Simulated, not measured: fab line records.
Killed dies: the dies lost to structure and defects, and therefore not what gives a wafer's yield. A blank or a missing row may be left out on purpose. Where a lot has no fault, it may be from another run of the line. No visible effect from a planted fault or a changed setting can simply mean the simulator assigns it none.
Problem report in the 8D (eight disciplines) form, filled by code / flow berkeleyCmos170 / the parts of the form that need people (team, actions taken, sign-off) are left out

## 1. THE PROBLEM
PLDD_TW at UCB170_PLDD_TW_MEAS_11 reads a mean of 1416 on 6 wafers of 2 lots; wafers without a fault read 1014 with a standard deviation of 14. Measured from the usual mean, that is +29 standard deviations.
The first sign was on wafer L825.2 at day 9 00:22, on filmMetro-01. The record has a number at this step for 42 wafers belonging to 14 lots. By rule, "out" or "out of limits" means more than 4 standard deviations away from the usual mean. The rest of the wafers with a number are treated as sound.

## 2. WHAT IT IS AND WHAT IT IS NOT
question=which readings at this step | is=PLDD_TW | is not=-
question=which lots | is=L825, L829 | is not=L817, L821, L823, L824, L827, L828, L830, L832, L834, L836, L837, L838
question=which wafers of those lots | is=all that have a number | is not=-
question=read on which gauges | is=filmMetro-01, filmMetro-04 | is not=filmMetro-03
question=when | is=from day 9 00:22 | is not=up to then (18 sound wafers); but 18 sound wafers of L830, L832, L834, L836, L837, L838 came after

## 3. SUSPECTS, AND WHAT RULES EACH OUT
Counting: a tool at a process step up to the reading stays a suspect if it ran every lot that is out and no sound lot after the first of them.
- the gauge at UCB170_PLDD_TW_MEAS_11: ruled out. Those wafers that are out were read across 2 gauges (filmMetro-01, filmMetro-04).
- plasmaAsher-04 at UCB170_PWELL_STRIP_16 (strips in O2): ruled out as a lasting fault. The sound lots L828, L827, L836, L838 went through it after L825, its earliest lot that is out (day 5 16:41).
- implanter-02 at UCB170_PLDD_IMPLANT_08: kept. It ran every lot that is out, first L825 (day 8 23:59), and no sound lot after that; its last sound lot up to then is L827 (day 8 23:35). Its own beamOnS, doseIonsCm2, faradayCurrentUA readings are out on those wafers.
Remaining after the count: implanter-02 at UCB170_PLDD_IMPLANT_08.

## 4. THE CAUSE (what the simulator had put in)
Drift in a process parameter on implanter-02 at UCB170_PLDD_IMPLANT_08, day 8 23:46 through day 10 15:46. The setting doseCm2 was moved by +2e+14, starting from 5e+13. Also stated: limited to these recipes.
This tool alone remained once counting was done.

## 5. THE CHAIN OF EFFECTS, in route order
One row per reading whose mean, taken over the struck wafers that have a number, lies over 3 standard deviations from the usual. Scope: only readings with a usual standard deviation given in the record; hours: median across lots of the time from each lot's start at the first step in this table that gives one to its start at this step; sigmas: change in usual standard deviations.
hours=0; step=UCB170_PLDD_IMPLANT_08; reading=beamOnS; usual=10.01 s; on struck wafers=37.77; change=+27.76; sigmas=+99 or more
hours=0; step=UCB170_PLDD_IMPLANT_08; reading=doseIonsCm2; usual=5e+13; on struck wafers=2e+14; change=+2e+14; sigmas=+99 or more
hours=0; step=UCB170_PLDD_IMPLANT_08; reading=faradayCurrentUA; usual=158.4; on struck wafers=210.4; change=+52.0; sigmas=+18
hours=0; step=UCB170_PLDD_TW_MEAS_11; reading=PLDD_TW; usual=1014; on struck wafers=1416; change=+402; sigmas=+29
hours=18; step=UCB170_SDANNEAL_RS_MEAS_04; reading=PLDD_RS; usual=1033.4 ohm/sq; on struck wafers=461.8; change=-571.6; sigmas=-99 or more
The process steps in it:
- UCB170_PLDD_IMPLANT_08

## 6. WHAT WOULD HAVE CAUGHT IT SOONER
In this record the first reading out of limits at a measuring or inspecting step was taken at day 9 00:22, 1 hour after the fault began at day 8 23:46.
Tool's own readings at UCB170_PLDD_IMPLANT_08, beamOnS, doseIonsCm2, faradayCurrentUA: out on all struck wafers the step has rows for; an alarm limit on them would have tripped on the first.
L829, from the lots that are out (2), started UCB170_PLDD_IMPLANT_08 on implanter-02 later than day 9 00:22. Putting the tool on hold at that point would have spared it.
